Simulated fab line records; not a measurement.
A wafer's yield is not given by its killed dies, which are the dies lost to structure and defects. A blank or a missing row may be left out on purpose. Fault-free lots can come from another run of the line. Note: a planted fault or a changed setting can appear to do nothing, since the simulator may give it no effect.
fab line records    flow rit_cmos
[record] lots = 12  wafers = 36  last_day = 7
route steps=202 shown PLDD@117 M1@202
lots untouched by any fault: they come from a run of this same line in which no faults occurred
start_h: hours from the record's first day to the start of the lot's first wafer shown    wait_h: hours elapsed since this lot's preceding step    " same as the row above    L1.1+2: a single row standing in for several wafers    - no value, or no start was given    * or withheld: withheld    < > ~ a bound
route shown NAME@n: names a module that has steps shown in the file, with the first one's number in the route    usual: average and standard deviation across the fault-free wafers    same: alike in all rows    chamber/n: place in a boat    sites: per-site readings    _std_site: standard deviation of those values    _edge_site: the outer-site mean with the inner-site mean subtracted    radius_mm: how far each site lies from the wafer's centre    mask NAME#n: copy n    behind: the tool/chamber that last shaped the wafer    hold: why the lot was held/for how many hours/how that ended    device: the transistor (n, p or np) that didn't switch    end of line: the tests these same wafers got at the end of their route    a step with no rows: only its recipe    killed: at the first sort, the dies lost to defects and structure; wafer yield is something else    map: a wafer's dies, x killed, . not, _ none there
set.NAME: the run value of the setting; set.NAME@STEP: its run value at that earlier step    model.NAME: the simulator's own value behind a step, which no gauge read
route steps across a sampled set of lots; one table per step, one row per wafer
services: when a tool's chamber went out of use (start_h, in hours from the record's first day, below 0 if earlier), for how many hours, and the reason
[[steps]]
[step RIT_PLDD_EXPOSE_03]
[recipe] mask_id = M8  na = 0.57  target_cd_nm = 40900  dose_mj = 250
[usual] reticle_temp_C = 22.98/0.11
lot.wafer  tool              chamber  start_h  wait_h  mask  reticle_temp_C
L602.2     iline_stepper-02  0        48.95    0.3     M8#0  23.04
L602.3     "                 0        "        "       M8#0  22.98
L602.6     "                 0        "        "       M8#0  22.98
L603.3     iline_stepper-02  0        54.22    0.1     M8#0  22.82
L603.4     "                 0        "        "       M8#0  22.96
L603.5     "                 0        "        "       M8#0  22.93
L604.1     iline_stepper-01  0        61.91    0.2     M8#0  22.89
L604.3     "                 0        "        "       M8#0  22.85
L604.4     "                 0        "        "       M8#0  22.92
L605.2     iline_stepper-02  0        66.44    0.2     M8#0  22.94
L605.3     "                 0        "        "       M8#0  22.80
L605.4     "                 0        "        "       M8#0  22.96
L606.1     iline_stepper-02  0        71.11    0.1     M8#0  22.77
L606.3     "                 0        "        "       M8#0  23.08
L606.5     "                 0        "        "       M8#0  22.86
L607.3     iline_stepper-02  0        73.11    0.1     M8#0  23.06
L607.4     "                 0        "        "       M8#0  23.08
L607.6     "                 0        "        "       M8#0  23.09
L611.1     iline_stepper-01  0        91.82    0.2     M8#0  22.93
L611.3     "                 0        "        "       M8#0  23.07
L611.4     "                 0        "        "       M8#0  22.84
L612.3     iline_stepper-01  0        93.56    0.1     M8#0  22.95
L612.5     "                 0        "        "       M8#0  23.03
L612.6     "                 0        "        "       M8#0  22.92
L613.3     iline_stepper-01  0        98.81    0.1     M8#0  23.02
L613.5     "                 0        "        "       M8#0  23.17
L613.6     "                 0        "        "       M8#0  22.99
L617.1     iline_stepper-02  0        118.52   0.2     M8#0  22.81
L617.3     "                 0        "        "       M8#0  22.88
L617.5     "                 0        "        "       M8#0  22.93
L621.4     iline_stepper-02  0        137.53   0.2     M8#0  23.06
L621.5     "                 0        "        "       M8#0  22.93
L621.6     "                 0        "        "       M8#0  22.95
L622.1     iline_stepper-02  0        143.27   0.1     M8#0  22.94
L622.3     "                 0        "        "       M8#0  22.91
L622.6     "                 0        "        "       M8#0  23.09
[step RIT_PLDD_OVL_MEAS_06]
[usual] PLDD_OVL = 0.7/1.4
lot.wafer  tool        chamber  start_h  wait_h  PLDD_OVL[nm]
L602.2     overlay-02  -        49.34    -       1.8
L602.3     "           -        "        "       2.8
L602.6     "           -        "        "       2.6
L603.3     overlay-01  -        54.72    -       0.7
L603.4     "           -        "        "       0.5
L603.5     "           -        "        "       2.1
L604.1     overlay-02  -        62.31    -       -1.6
L604.3     "           -        "        "       -1.0
L604.4     "           -        "        "       0.8
L605.2     overlay-02  -        66.83    -       0.9
L605.3     "           -        "        "       -1.6
L605.4     "           -        "        "       0.4
L606.1     overlay-02  -        71.57    -       2.9
L606.3     "           -        "        "       1.8
L606.5     "           -        "        "       2.2
L607.3     overlay-01  -        73.48    -       -0.4
L607.4     "           -        "        "       0.6
L607.6     "           -        "        "       2.0
L611.1     overlay-01  -        92.22    -       128.6
L611.3     "           -        "        "       129.2
L611.4     "           -        "        "       130.3
L612.3     overlay-01  -        93.93    -       133.9
L612.5     "           -        "        "       132.9
L612.6     "           -        "        "       132.7
L613.3     overlay-02  -        99.18    -       128.8
L613.5     "           -        "        "       131.0
L613.6     "           -        "        "       129.3
L617.1     overlay-02  -        118.92   -       0.6
L617.3     "           -        "        "       0.3
L617.5     "           -        "        "       0.9
L621.4     overlay-01  -        137.89   -       3.2
L621.5     "           -        "        "       1.8
L621.6     "           -        "        "       2.9
L622.1     overlay-02  -        143.67   -       0.5
L622.3     "           -        "        "       0.5
L622.6     "           -        "        "       -0.2
[step RIT_M1_PROBE_99]
[usual] killed_at_M0_to_M3 = 0.0/0.14  killed_at_contacts = 0.1/0.29  killed_at_front_end = 7/3  killed_dies = 8/3  killed_open = 3.7/2  killed_short = 3.8/2.1
[same] gross_dies = 264  killed_at_M4_up = 0  killed_at_back_side = 0  killed_at_other = 0
lot.wafer  tool       chamber  start_h  wait_h  killed_at_M0_to_M3  killed_at_contacts  killed_at_front_end  killed_dies  killed_open  killed_short
L611.1     prober-02  -        106.42   0.1     0                   0                   7                    7            3            4
L611.3     prober-02  -        106.52   0.2     0                   0                   8                    8            3            5
L611.4     prober-02  -        106.57   0.2     0                   0                   7                    7            5            2
// killed by level:class
L611.1 SPACER:geometric_particle:short=4 GATE:geometric_particle:open=2 SPACER:geometric_particle:open=1
L611.3 FOX2:geometric_particle:open=2 REOX:geometric_particle:short=2 FOX2:geometric_particle:short=1 GATE:geometric_particle:short=1 SPACER:geometric_particle:open=1 SPACER:geometric_particle:short=1
L611.4 GATE:geometric_particle:open=4 REOX:geometric_particle:short=1 SPACER:geometric_particle:open=1 SILICIDE:geometric_particle:short=1
[[services]]
tool              chamber  start_h  hours  kind
iline_stepper-02  0        48.47    -      calibration
iline_stepper-02  -        63.82    2.4    repair
iline_stepper-01  -        69.80    1.7    pm
iline_stepper-02  -        106.40   6.0    repair
iline_stepper-01  0        122.01   -      calibration
[[key]]
[first_sign] step = RIT_PLDD_OVL_MEAS_06  reading = PLDD_OVL  direction = up  sigmas = 96  usual = 0.7  struck = 130.8
effect none on later readings
met_at RIT_PLDD_EXPOSE_03
struck_lots L611,L612,L613
tester_left_out L611,L612,L613
onset_between 61.91 91.82
[fault] kind = scanner_matching_overlay  tool = iline_stepper-01  chamber = -  onset_h = 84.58  steps = RIT_PLDD_EXPOSE_03  offset = 130
// tester_left_out: of these lots the tester's yield and bins aren't shown, on N5 and GAA mostly nor the transistor test; their killed dies are dies lost to structure and defects alone, not to doping, threshold or leakage, so they don't give the yield
